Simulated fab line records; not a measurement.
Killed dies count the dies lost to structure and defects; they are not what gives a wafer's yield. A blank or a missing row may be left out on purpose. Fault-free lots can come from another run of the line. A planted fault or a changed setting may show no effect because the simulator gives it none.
The same fault as seen by 2 desks :: flow berkeley cmos170 :: what lay behind the numbers comes last; until then each desk has only its own

== AT THE METROLOGY DESK ==
What the gauges read for every lot (on any tool): the sampled wafers with a number, averaged. The brackets show how far a lot's mean lies from the usual mean; more than 4 standard deviations puts the lot out of limits, marked OUT.
Columns: A = FIELD_OXIDE_THK at UCB170_FIELD_THK_MEAS_02, usual 557 nm; B = PLDD_TW at UCB170_PLDD_TW_MEAS_11, usual 1006; C = cd nm at UCB170_PSD_CD_MEAS_06, usual 1199.7 nm; D = PLDD_RS at UCB170_SDANNEAL_RS_MEAS_04, usual 1031.2 ohm/sq
lot: L521
first seen here: day 5 17:56
A: 566
B: 995
C: 1198.4
D: 1033.5

lot: L522
first seen here: day 5 17:56
A: 555
B: 1002
C: 1199.8
D: 1029.2

lot: L523
first seen here: day 5 22:59
A: 559
B: 1008
C: 1198.8
D: 1030.5

lot: L525
first seen here: day 6 07:41
A: 575
B: 995
C: 1200.0
D: 1029.7

lot: L524
first seen here: day 6 15:49
A: 565
B: 1024
C: 1199.2
D: 1031.5

lot: L527
first seen here: day 6 15:49
A: 566
B: 959 (-4.3) OUT
C: 1197.2
D: 1169.2 (+53) OUT

lot: L526
first seen here: day 6 15:49
A: 563
B: 1007
C: 1197.8
D: 1033.0

lot: L528
first seen here: day 7 00:52
A: 554
B: 1018
C: 1197.6
D: 1033.5

lot: L530
first seen here: day 7 09:41
A: 556
B: 972
C: 1203.3
D: 1164.8 (+51) OUT

lot: L531
first seen here: day 7 19:25
A: 556
B: 968
C: 1199.9
D: 1164.5 (+51) OUT

lot: L533
first seen here: day 8 06:26
A: 555
B: 1004
C: 1200.9
D: 1024.7

lot: L535
first seen here: day 8 18:44
A: 557
B: 1001
C: 1201.8
D: 1030.0

lot: L538
first seen here: day 9 05:17
A: 543
B: 994
C: 1199.6
D: 1028.5

lot: L537
first seen here: day 9 05:18
A: 552
B: 1005
C: 1202.4
D: 1029.6

lot: L540
first seen here: day 9 13:49
A: 551
B: 992
C: 1198.6
D: 1033.1
Finding of this desk: L527, L530, L531 out of limits, first seen on L527 at day 8 14:30 (PLDD_TW at UCB170_PLDD_TW_MEAS_11). L521, L522, L523, L525, L524, L526, L528, L533, L535, L538, L537, L540: within limits.

== TOOL OWNER'S DESK, implanter-03 ==
UCB170_PLDD_IMPLANT_09, tool's own readings: per-lot mean of the sampled wafers with a number, covering each lot this tool ran. The brackets show how far a lot's mean lies from the usual mean; more than 4 standard deviations puts the lot out of limits, marked OUT.
Columns: A = dose ions cm2 at UCB170_PLDD_IMPLANT_09, usual 5.001e+13; B = faraday current uA at UCB170_PLDD_IMPLANT_09, usual 155
lot: L523
first seen here: day 7 22:07
A: 5.003e+13
B: 157

lot: L522
first seen here: day 7 22:26
A: 5.008e+13
B: 159

lot: L524
first seen here: day 8 13:42
A: 5.007e+13
B: 161

lot: L527
first seen here: day 8 14:15
A: 3.571e+13 (-99 or more) OUT
B: 116 (-5.8) OUT

lot: L530
first seen here: day 9 12:54
A: 3.577e+13 (-99 or more) OUT
B: 113 (-6.2) OUT

lot: L531
first seen here: day 10 01:09
A: 3.571e+13 (-99 or more) OUT
B: 113 (-6.2) OUT
This desk finds L527, L530, L531 out of limits, L527 being first, at day 8 14:15 (dose ions cm2 at UCB170_PLDD_IMPLANT_09). L523, L522, L524: within limits.

== BROUGHT TOGETHER ==
On L527, L530, L531, at day 8 14:15, an alarm was possible from the tool owner's desk.
L527, L530, L531 would have let the metrology desk raise an alarm at day 8 14:30.
Every lot named ran UCB170_PLDD_IMPLANT_09 on implanter-03.

== WHAT THE SIMULATOR PUT IN ==
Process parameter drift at UCB170_PLDD_IMPLANT_09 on implanter-03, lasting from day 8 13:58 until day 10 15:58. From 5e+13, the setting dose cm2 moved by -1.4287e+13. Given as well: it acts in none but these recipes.
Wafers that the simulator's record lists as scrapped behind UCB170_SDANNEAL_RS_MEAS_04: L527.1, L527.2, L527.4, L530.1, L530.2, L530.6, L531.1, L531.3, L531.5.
Shown lots that were struck: L527, L530, L531.
Counting hours from when the fault started, the first reading out of limits came at 0 for the tool owner's desk and at 1 for the metrology desk.
